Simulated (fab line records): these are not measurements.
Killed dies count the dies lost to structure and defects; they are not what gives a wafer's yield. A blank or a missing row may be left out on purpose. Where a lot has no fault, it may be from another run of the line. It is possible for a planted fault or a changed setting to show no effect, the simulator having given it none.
Which tool did it? | flow berkeley cmos170 | 12 lots with 36 wafers sampled at 4 steps, on a route of 331 steps

== WHAT THE GAUGES READ, wafer by wafer ==
UCB170_NSD_TW_MEAS_10. Usual: NSD_TW gives 4192 (standard deviation 18).
lot  | measured     | on            | NSD_TW         | flag
L693 | day 7 17:34  | film metro-01 | 4173 4189 4175 |
L692 | day 7 18:05  | film metro-01 | 4170 4177 4178 |
L694 | day 8 07:32  | film metro-03 | 4194 4153 4164 |
L695 | day 8 18:20  | film metro-01 | 4172 4173 4145 |
L696 | day 8 18:35  | film metro-03 | 4166 4176 4156 |
L697 | day 8 18:50  | film metro-04 | 4216 4216 4237 |
L698 | day 9 09:35  | film metro-01 | 4207 4173 4182 |
L699 | day 9 09:43  | film metro-03 | 4190 4186 4184 |
L703 | day 10 15:11 | film metro-04 | 4211 4225 4207 |
L702 | day 10 15:15 | film metro-01 | 4182 4172 4179 |
L711 | day 11 21:23 | film metro-01 | 4182 4186 4172 |
L715 | day 12 13:04 | film metro-03 | 4186 4194 4179 |

UCB170_V2_BOW_MEAS_03. Usual: V2_BOW gives 38 um (standard deviation 7.2).
lot  | measured     | on            | V2_BOW (um) | flag
L693 | day 8 14:37  | film metro-04 | 60 38 40    |
L692 | day 8 14:55  | film metro-01 | 39 28 37    |
L694 | day 8 23:35  | film metro-01 | 44 39 31    |
L695 | day 9 13:11  | film metro-02 | 32 52 35    |
L696 | day 9 13:23  | film metro-04 | 40 50 33    |
L697 | day 9 13:04  | film metro-01 | 42 38 28    |
L698 | day 10 03:10 | film metro-04 | 34 29 34    |
L699 | day 10 02:55 | film metro-01 | 29 33 32    |
L703 | day 11 11:23 | film metro-04 | 41 42 42    |
L702 | day 11 12:08 | film metro-01 | 29 34 32    |
L711 | day 12 19:46 | film metro-04 | 48 36 38    |
L715 | day 13 10:11 | film metro-02 | 39 40 40    |

== TOOL THAT RAN EACH LOT (tool first, then ch and the chambers of the sampled wafers, then the start) ==
lot  | UCB170_V1_CMP_02              | UCB170_V1_STRIP_15
L693 | cmp-02 ch 0,1, day 8 09:11    | plasma asher-01 ch 0,1, day 8 11:14
L692 | cmp-01 ch 0,1, day 8 09:14    | plasma asher-03 ch 0,1, day 8 11:28
L694 | cmp-01 ch 0,1,2, day 8 18:07  | plasma asher-01 ch 0,1, day 8 20:05
L695 | cmp-01 ch 0,1,2, day 9 05:44  | plasma asher-01 ch 0,1, day 9 09:24
L696 | cmp-02 ch 1,3, day 9 07:04    | plasma asher-03 ch 0,1, day 9 10:00
L697 | cmp-01 ch 0,3, day 9 07:04    | plasma asher-01 ch 0,1, day 9 09:46
L698 | cmp-02 ch 0,1, day 9 21:23    | plasma asher-02 ch 0,1, day 9 23:55
L699 | cmp-01 ch 0,1, day 9 20:03    | plasma asher-02 ch 0,1, day 9 23:23
L703 | cmp-01 ch 0,1,3, day 11 01:15 | plasma asher-03 ch 0, day 11 06:39
L702 | cmp-01 ch 1,3, day 11 02:58   | plasma asher-02 ch 0,1, day 11 07:23
L711 | cmp-02 ch 0,1,2, day 12 13:20 | plasma asher-02 ch 0,1, day 12 15:28
L715 | cmp-02 ch 0,1,2, day 13 03:43 | plasma asher-03 ch 0,1, day 13 06:19
- UCB170_V1_CMP_02: polishes SiO2.
- UCB170_V1_STRIP_15: strips in O2.

== WHAT THE TOOLS THEMSELVES READ (means of the sampled wafers that have a number; where no wafer has one, the mark that the record gives instead) ==
UCB170_V1_CMP_02. Usual: edge zone pressure frac 1.001, standard deviation 0.0043; motor current A 16.8 A, standard deviation 2.5.
lot  | tool   | edge zone pressure frac | motor current A (A) | flag
L693 | cmp-02 | 1.001                   | 15.9                |
L692 | cmp-01 | 1.000                   | 18.2                |
L694 | cmp-01 | 0.999                   | 18.7                |
L695 | cmp-01 | 1.005                   | 18.5                |
L696 | cmp-02 | 0.999                   | 16.0                |
L697 | cmp-01 | 1.005                   | 13.5                |
L698 | cmp-02 | 1.007                   | 16.3                |
L699 | cmp-01 | 1.002                   | 16.6                |
L703 | cmp-01 | 1.177                   | 16.7                | OFF
L702 | cmp-01 | 1.177                   | 15.6                | OFF
L711 | cmp-02 | 1.004                   | 16.6                |
L715 | cmp-02 | 1.001                   | 16.3                |

UCB170_V1_STRIP_15. Usual: drypump motor current A 5.53 A, standard deviation 0.29; oes product au 0.722 a.u., standard deviation 0.0046; strip time to endpoint s 15.37 s, standard deviation 0.085.
lot  | tool            | drypump motor current A (A) | oes product au (a.u.) | strip time to endpoint s (s) | flag
L693 | plasma asher-01 | 5.25                        | 0.721                 | 15.45                        |
L692 | plasma asher-03 | 5.89                        | 0.728                 | 15.28                        |
L694 | plasma asher-01 | 5.28                        | 0.725                 | 15.36                        |
L695 | plasma asher-01 | 5.25                        | 0.722                 | 15.36                        |
L696 | plasma asher-03 | 5.67                        | 0.719                 | 15.41                        |
L697 | plasma asher-01 | 5.47                        | 0.719                 | 15.39                        |
L698 | plasma asher-02 | 5.51                        | 0.721                 | 15.41                        |
L699 | plasma asher-02 | 5.52                        | 0.721                 | 15.27                        |
L703 | plasma asher-03 | 5.45                        | 0.722                 | 15.22                        |
L702 | plasma asher-02 | 5.47                        | 0.722                 | 15.37                        |
L711 | plasma asher-02 | 5.48                        | 0.722                 | 15.43                        |
L715 | plasma asher-03 | 5.66                        | 0.719                 | 15.38                        |

== THE ANSWER, worked out from the rows above alone ==
Rule: lot off if the mean of its wafers having a number is beyond 3 standard deviations from the usual mean. A lot without any number at a reading at which 4 lots or more have one is off too. Any other lot the step has rows for is counted as sound. After the gauges, taken in route order, come the tools' own readings; for these a lot's mean is taken, as printed above. At the first step where some lot is off, the reading lying furthest off is the one used; lots without a number count as furthest.
Off at UCB170_V1_CMP_02 (edge zone pressure frac): L703, L702.
A tool fits if, at that step or a process step before it, it ran every lot that is off, and no sound lot after the first of them. One fits: cmp-01 at UCB170_V1_CMP_02. Its last sound lot is L699 (day 9 20:03), its first lot that is off L703 (day 11 01:15): a fault that began between those two fits.
The tool's own readings at UCB170_V1_CMP_02 bear it out: on the lots that are off they differ by more than 5 times the standard deviation of the sound lots' means. edge zone pressure frac reads 1.177 there against 1.002 on the sound lots.

== WHAT WAS PUT IN BY THE SIMULATOR ==
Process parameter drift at UCB170_V1_CMP_02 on cmp-01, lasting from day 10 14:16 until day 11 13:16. The setting edge zone pressure frac was moved by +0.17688.
Lots struck among those shown: L703, L702. The same result came from the rule above.
